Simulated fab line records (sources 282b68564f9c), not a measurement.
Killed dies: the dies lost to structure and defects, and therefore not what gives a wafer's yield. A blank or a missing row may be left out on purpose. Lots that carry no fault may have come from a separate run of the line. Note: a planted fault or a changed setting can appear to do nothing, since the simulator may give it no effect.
fab line records	flow rit_cmos
[record] lots = 6	wafers = 18	last_day = 6
route steps=202 shown ACTIVE@18 FOX1@20 FOX2@23 NWELL@28 M1@202
lots that met no fault: taken from a fault-free run of the same line
start_h: hours from the record's first day to the start of the lot's first wafer shown	wait_h: hours since the lot's step before	" repeats the value in the row above	L1.1+2: a row that stands for several wafers	- value missing, or start not given	* or withheld: withheld	< > ~ a bound
route shown NAME@n: names a module that has steps shown in the file, with the first one's number in the route	usual: the fault-free wafers' mean and standard deviation	same: alike in all rows	chamber/n: place in a boat	sites: per-site readings	_std_site: how widely they spread, as a standard deviation	_edge_site: inner sites' mean taken away from outer sites' mean	radius_mm: how far each site lies from the wafer's centre	mask NAME#n: copy n	behind: the tool/chamber that last shaped the wafer	hold: why the lot went on hold/how many hours it stayed there/how the hold came to an end	device: names the non-switching transistor (n, p or np)	end of line: at the end of the route, the tests of the same wafers	a step with no rows: only its recipe	killed: dies lost to structure and defects at the first sort, not the wafer's yield	map: a wafer's dies, marking killed ones x, the rest . and places with no die _
set.NAME: the run value of the setting; set.NAME@STEP: its run value at that earlier step	model.NAME: the simulator's own value behind a step, which no gauge read
lots seen at some steps along the route; tables by step, rows by wafer
services: when a tool's chamber went out of use (start_h, in hours from the record's first day, below 0 if earlier), for how many hours, and the reason
[[steps]]
[step RIT_ACTIVE_CLEAN_16]
[recipe] chemistry = dHF	dilution = 50:1	time_s = 30
[step RIT_ACTIVE_CLEAN_17]
[recipe] chemistry = SC2	mix = 3:3:50	time_s = 600	temp_c = 75	dry = n2_spin
[step RIT_FOX1_OXIDATION_00]
[recipe] temp_c = 1108	ambient = H2O	target_thk_a = 3507	p_h2o_torr = 720	ox_time_s = 1130
[step RIT_FOX1_THK_MEAS_01]
[recipe] reads = SiO2_of_FOX1_OXIDATION_00
[usual] FOX1_OXIDE_THK = 363/6.9
lot.wafer	tool	chamber	start_h	wait_h	FOX1_OXIDE_THK[nm]
L579.2	film_metro-01	-	23.37	0.1	368
L579.5	"	-	"	"	370
L579.6	"	-	"	"	359
L580.1	film_metro-03	-	28.58	0.0	366
L580.2	"	-	"	"	371
L580.4	"	-	"	"	364
L588.3	film_metro-02	-	68.85	0.0	361
L588.4	"	-	"	"	363
L588.5	"	-	"	"	362
L590.3	film_metro-02	-	78.81	0.0	367
L590.4	"	-	"	"	363
L590.6	"	-	"	"	360
L591.2	film_metro-03	-	82.27	0.0	354
L591.3	"	-	"	"	358
L591.5	"	-	"	"	351
L592.2	film_metro-03	-	88.87	0.0	367
L592.5	"	-	"	"	372
L592.6	"	-	"	"	365
[step RIT_FOX1_WET_ETCH_02]
[recipe] chemistry = BOE	target_depth_nm = 350	time_s = 390	temp_c = 21.5	dry = n2_spin	dilution = 10:1	target = SiO2
[step RIT_FOX2_OXIDATION_00]
[recipe] temp_c = 1100	ambient = H2O	target_thk_a = 3507	p_h2o_torr = 720	ox_time_s = 1130
[step RIT_FOX2_THK_MEAS_01]
[recipe] reads = SiO2_of_FOX2_OXIDATION_00
[usual] FOX2_OXIDE_THK = 350/6.3
lot.wafer	tool	chamber	start_h	wait_h	FOX2_OXIDE_THK[nm]
L579.2	film_metro-03	-	25.09	0.0	366
L579.5	"	-	"	"	362
L579.6	"	-	"	"	365
L580.1	film_metro-03	-	30.08	0.0	346
L580.2	"	-	"	"	350
L580.4	"	-	"	"	349
L588.3	film_metro-04	-	70.34	0.0	346
L588.4	"	-	"	"	339
L588.5	"	-	"	"	343
L590.3	film_metro-03	-	80.30	0.0	352
L590.4	"	-	"	"	351
L590.6	"	-	"	"	356
L591.2	film_metro-02	-	83.78	0.0	350
L591.3	"	-	"	"	349
L591.5	"	-	"	"	348
L592.2	film_metro-03	-	90.37	0.0	345
L592.5	"	-	"	"	353
L592.6	"	-	"	"	348
[step RIT_FOX2_CLEAN_02]
[recipe] chemistry = dHF	dilution = 50:1	time_s = 180
[step RIT_FOX2_WET_ETCH_03]
[recipe] chemistry = H3PO4	target = Si3N4	target_depth_nm = 195	temp_c = 165	time_s = 2700
[step RIT_FOX2_THK_MEAS_90]
[recipe] reads = SiO2_of_FOX2_OXIDATION_00
[usual] FIELD_OXIDE_LEFT_1_THK = 323/6.3
lot.wafer	tool	chamber	start_h	wait_h	FIELD_OXIDE_LEFT_1_THK[nm]
L579.2	film_metro-02	-	25.97	0.0	339
L579.5	"	-	"	"	335
L579.6	"	-	"	"	338
L580.1	film_metro-04	-	30.98	0.0	319
L580.2	"	-	"	"	323
L580.4	"	-	"	"	321
L588.3	film_metro-03	-	71.22	0.0	319
L588.4	"	-	"	"	311
L588.5	"	-	"	"	316
L590.3	film_metro-02	-	81.18	0.0	325
L590.4	"	-	"	"	324
L590.6	"	-	"	"	328
L591.2	film_metro-02	-	84.66	0.0	323
L591.3	"	-	"	"	322
L591.5	"	-	"	"	321
L592.2	film_metro-04	-	91.32	0.0	318
L592.5	"	-	"	"	326
L592.6	"	-	"	"	321
[step RIT_NWELL_HMDS_00]
[recipe] prime_time_s = 60	prime_temp_c = 140
[step RIT_NWELL_COAT_01]
[recipe] resist = NOVOLAK	spin_rpm = 2000	resist_thk_nm = 1300
[step RIT_NWELL_SOFTBAKE_02]
[recipe] resist = NOVOLAK	temp_c = 90	time_s = 60
[usual] heater_power_total_W = 34.56/0.052	plate_temp_C = 90.01/0.13
lot.wafer	tool	chamber	start_h	wait_h	heater_power_total_W	plate_temp_C
L579.2	litho_track-04	0	26.34	0.1	34.51	89.95
L579.5	"	0	"	"	34.51	89.94
L579.6	"	0	"	"	34.56	90.06
L580.1	litho_track-03	0	31.34	0.1	34.65	90.25
L580.2	"	0	"	"	34.61	90.07
L580.4	"	0	"	"	34.53	90.08
L588.3	litho_track-03	0	71.61	0.1	33.71	88.59
L588.4	"	0	"	"	33.66	88.56
L588.5	"	0	"	"	33.72	88.67
L590.3	litho_track-03	0	81.57	0.1	33.70	88.55
L590.4	"	0	"	"	33.82	88.76
L590.6	"	0	"	"	33.81	88.66
L591.2	litho_track-01	0	85.03	0.1	34.52	89.73
L591.3	"	0	"	"	34.62	89.99
L591.5	"	0	"	"	34.62	90.01
L592.2	litho_track-04	0	91.69	0.1	34.57	90.24
L592.5	"	0	"	"	34.49	89.99
L592.6	"	0	"	"	34.50	90.03
[step RIT_NWELL_EXPOSE_03]
[recipe] mask_id = M2	na = 0.57	target_cd_nm = 43900	dose_mj = 250
[step RIT_M1_PROBE_99]
[usual] killed_at_contacts = 0.0/0.2	killed_at_front_end = 6.6/2.8	killed_dies = 6.6/2.8	killed_open = 3.3/1.9	killed_short = 3.2/1.8
[same] gross_dies = 264	killed_at_M0_to_M3 = 0	killed_at_M4_up = 0	killed_at_back_side = 0	killed_at_other = 0
lot.wafer	tool	chamber	start_h	wait_h	killed_at_contacts	killed_at_front_end	killed_dies	killed_open	killed_short
L579.2	prober-01	-	66.63	0.1	0	6	6	4	2
L579.5	prober-01	-	66.78	0.2	0	4	4	0	3
L579.6	prober-01	-	66.83	0.2	0	8	8	4	4
L580.1	prober-02	-	73.59	0.1	0	4	4	3	1
L580.2	prober-02	-	73.64	0.1	0	6	6	3	3
L580.4	prober-02	-	73.74	0.2	0	8	8	3	5
L588.3	prober-02	-	111.61	0.2	0	3	3	2	1
L588.4	prober-02	-	111.66	0.2	0	4	4	2	2
L588.5	prober-02	-	111.71	0.2	0	8	8	5	3
L590.3	prober-02	-	119.52	0.2	0	7	7	2	5
L590.4	prober-02	-	119.57	0.2	0	14	14	8	6
L590.6	prober-02	-	119.67	0.2	1	10	11	3	8
L591.2	prober-01	-	122.92	0.1	0	4	4	2	2
L591.3	prober-01	-	122.97	0.2	0	11	11	3	8
L591.5	prober-01	-	123.07	0.2	0	4	4	0	4
L592.2	prober-02	-	135.92	0.1	0	5	5	3	2
L592.5	prober-02	-	136.07	0.2	0	9	9	3	4
L592.6	prober-02	-	136.12	0.2	0	6	6	2	4
// killed by level:class
L579.2 GATE:geometric_particle:open=3 FOX2:geometric_particle:short=1 REOX:geometric_particle:short=1 SPACER:geometric_particle:open=1
L579.5 FOX1:geometric_particle:short=1 GATE:geometric_particle:short=1 REOX:geometric_particle:short=1 GATE:coat_microbubble_printed=1
L579.6 GATE:geometric_particle:open=3 FOX2:geometric_particle:short=1 GATE:geometric_particle:short=1 REOX:geometric_particle:short=1 SPACER:geometric_particle:short=1 SILICIDE:geometric_particle:open=1
L580.1 FOX2:geometric_particle:open=1 GATE:geometric_particle:open=1 SPACER:geometric_particle:short=1 SILICIDE:geometric_particle:open=1
L580.2 GATE:geometric_particle:short=2 GATE:geometric_particle:open=2 REOX:geometric_particle:open=1 SPACER:geometric_particle:short=1
L580.4 SPACER:geometric_particle:open=2 SILICIDE:geometric_particle:short=2 GATE:geometric_particle:short=1 REOX:geometric_particle:open=1 REOX:geometric_particle:short=1 SPACER:geometric_particle:short=1
L588.3 FOX1:geometric_particle:open=1 GATE:geometric_particle:open=1 GATE:geometric_particle:short=1
L588.4 FOX1:geometric_particle:open=2 GATE:geometric_particle:short=1 SPACER:geometric_particle:short=1
L588.5 REOX:geometric_particle:open=2 SILICIDE:geometric_particle:short=2 SILICIDE:geometric_particle:open=2 FOX1:geometric_particle:short=1 GATE:geometric_particle:open=1
L590.3 FOX2:geometric_particle:short=2 REOX:geometric_particle:short=2 FOX2:geometric_particle:open=1 GATE:geometric_particle:open=1 GATE:geometric_particle:short=1
L590.4 GATE:geometric_particle:short=3 GATE:geometric_particle:open=3 FOX2:geometric_particle:short=2 FOX2:geometric_particle:open=2 FOX1:geometric_particle:open=1 REOX:geometric_particle:open=1 SPACER:geometric_particle:open=1 SILICIDE:geometric_particle:short=1
L590.6 FOX2:geometric_particle:short=4 FOX1:geometric_particle:short=1 GATE:geometric_particle:short=1 GATE:geometric_particle:open=1 SPACER:geometric_particle:open=1 SILICIDE:geometric_particle:open=1 SILICIDE:geometric_particle:short=1 CONTACT:geometric_particle:short=1
L591.2 GATE:geometric_particle:open=1 REOX:geometric_particle:short=1 SILICIDE:geometric_particle:open=1 SILICIDE:geometric_particle:short=1
L591.3 GATE:geometric_particle:short=6 FOX1:geometric_particle:short=1 GATE:geometric_particle:open=1 REOX:geometric_particle:short=1 REOX:geometric_particle:open=1 SPACER:geometric_particle:open=1
L591.5 GATE:geometric_particle:short=1 REOX:geometric_particle:short=1 SPACER:geometric_particle:short=1 SILICIDE:geometric_particle:short=1
L592.2 GATE:geometric_particle:open=2 REOX:geometric_particle:short=1 SPACER:geometric_particle:open=1 SILICIDE:geometric_particle:short=1
L592.5 REOX:geometric_particle:short=3 GATE:geometric_particle:open=2 NSD:coat_microbubble_printed=2 SPACER:geometric_particle:open=1 SILICIDE:geometric_particle:short=1
L592.6 GATE:geometric_particle:open=2 GATE:geometric_particle:short=1 REOX:geometric_particle:short=1 SPACER:geometric_particle:short=1 SILICIDE:geometric_particle:short=1
[[services]]
tool	chamber	start_h	hours	kind
litho_track-01	-	55.49	-	consumable_replace:filter
[[key]]
[first_sign] step = RIT_NWELL_SOFTBAKE_02	reading = heater_power_total_W	direction = down	sigmas = 16	usual = 34.56	struck = 33.74
[effect] step = RIT_NWELL_SOFTBAKE_02	reading = plate_temp_C	direction = down	sigmas = 11	usual = *	struck = *
met_at RIT_NWELL_SOFTBAKE_02
struck_wafers L588.3,L588.4,L588.5,L590.3,L590.4,L590.6
tester_left_out L588,L590
onset_between 31.34 71.61
[fault] kind = process_parameter_drift	tool = litho_track-03	chamber = -	onset_h = 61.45	steps = RIT_NWELL_SOFTBAKE_02	channel = temp_c	offset = *	shape = step	end_h = 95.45	acts_in = *	stated = *
// tester_left_out: of these lots the tester's yield and bins aren't shown, on N5 and GAA mostly nor the transistor test; their killed dies are dies lost to structure and defects alone, not to doping, threshold or leakage, so they don't give the yield
